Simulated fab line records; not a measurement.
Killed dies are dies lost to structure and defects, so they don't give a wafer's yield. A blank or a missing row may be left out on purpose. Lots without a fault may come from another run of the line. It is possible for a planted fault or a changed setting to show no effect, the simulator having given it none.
8D (eight disciplines) problem report, filled in by code    flow rit cmos    the parts of the form that need people (team, actions taken, sign-off) are left out

== 1. THE PROBLEM ==
SPACER_NITRIDE_THK at RIT_SPACER_THK_MEAS_04 reads a mean of 354.5 nm on 3 wafers of 1 lot; wafers without a fault read 250.8 nm with a standard deviation of 2.4. Relative to the usual mean, that is a shift of +43 standard deviations.
The first sign was on wafer L568.1 at day 7 13:37, on film metro-03. The record has a number at this step for 39 wafers belonging to 13 lots. Rule for "out" (also "out of limits"): further than 4 standard deviations from the usual mean. Any other wafer with a number is counted as sound.

== 2. WHAT THIS IS AND IS NOT ==
question                     is                      is not
which readings at this step  SPACER_NITRIDE_THK      -
which lots                   L568                    L547, L549, L552, L553, L554, L555, L556, L557, L560, L561, L567, L569
which wafers of those lots   all that have a number  -
read on which gauges         film metro-03           film metro-02, film metro-04
when                         from day 7 13:37        up to then (33 sound wafers); but 3 sound wafers of L569 came after

== 3. WHAT RULES OUT EACH SUSPECT ==
Counting: a tool at a process step up to the reading stays a suspect if it ran every lot that is out and no sound lot after the first of them.
- ruled out: the gauge at RIT_SPACER_THK_MEAS_04. All the wafers that are out were read on film metro-03, but those of them that RIT_SPACER_CVD_03 has rows for are out there too, on other tools.
- plasma asher-01 at RIT_PLDD_STRIP_09 (strips in O2, time 180 s): kept. It ran the lot that is out, L568 (day 7 09:52), and no sound lot after that; its last sound lot up to then is L555 (day 5 10:37).
- lpcvd-01 at RIT_SPACER_CVD_03 (deposits Si3N4 from SiH2Cl2/NH3, target thk 250 nm, time 3300 s): kept. It ran the lot that is out, L568 (day 7 11:43), and no sound lot after that; its last sound lot up to then is L561 (day 6 11:53). Out on those wafers are its own readings of spike tc centre C, spike tc load C, spike tc source C.
Remaining after the count are plasma asher-01 at RIT_PLDD_STRIP_09 and lpcvd-01 at RIT_SPACER_CVD_03.

== 4. THE CAUSE (what the simulator had put in) ==
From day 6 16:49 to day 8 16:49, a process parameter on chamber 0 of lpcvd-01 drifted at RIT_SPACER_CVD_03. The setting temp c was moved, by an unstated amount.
After counting, 2 suspects remain, this tool included.

== 5. THE EFFECT CHAIN, in route order ==
Rows list readings where the struck wafers' mean (over those with a number) sits beyond 3 standard deviations from the usual. Readings are gone through only where the record gives a usual standard deviation; hours: the median, over the lots, of the time from a lot's start at the first step in this table giving one to that lot's start at this step; sigmas: the change measured in usual standard deviations.
hours  step                    reading              usual       on struck wafers  change  sigmas
0      RIT_SPACER_CVD_03       spike tc centre C    812.8 C     833.9             +21.1   +18
0      RIT_SPACER_CVD_03       spike tc load C      835.7 C     857.7             +22.0   +16
0      RIT_SPACER_CVD_03       spike tc source C    831.4 C     853.3             +21.9   +9.1
2      RIT_SPACER_THK_MEAS_04  SPACER_NITRIDE_THK   250.8 nm    354.5             +103.7  +43
2      RIT_SPACER_ETCHBACK_05  oes product au       0.844 a.u.  0.980             +0.136  +10
13     RIT_M1_PROBE_99         killed at front end  7           264               +257    +83
13     RIT_M1_PROBE_99         killed dies          7           264               +257    +80
13     RIT_M1_PROBE_99         killed on rim        1.9         70.0              +68.1   +45
Here are the process steps it includes:
- RIT_SPACER_CVD_03: deposits Si3N4 from SiH2Cl2/NH3, target thk 250 nm, time 3300 s.
- RIT_SPACER_ETCHBACK_05: etches Si3N4 in SF6/CHF3, stops on SiO2, target depth 250 nm, time 240 s.
- RIT_M1_PROBE_99

== 6. WHAT WOULD HAVE CAUGHT IT SOONER ==
In this record the first reading out of limits at a measuring or inspecting step was taken at day 7 13:37, 21 hours after the fault began at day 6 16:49.
Tool's own readings at RIT_SPACER_CVD_03, spike tc centre C, spike tc load C, spike tc source C: out on all struck wafers the step has rows for; an alarm limit on them would have tripped on the first.
By day 7 13:37 the whole set of lots that are out, 1 in number, had already begun RIT_SPACER_CVD_03 on lpcvd-01. Holding the tool at that point would not have protected any of them.
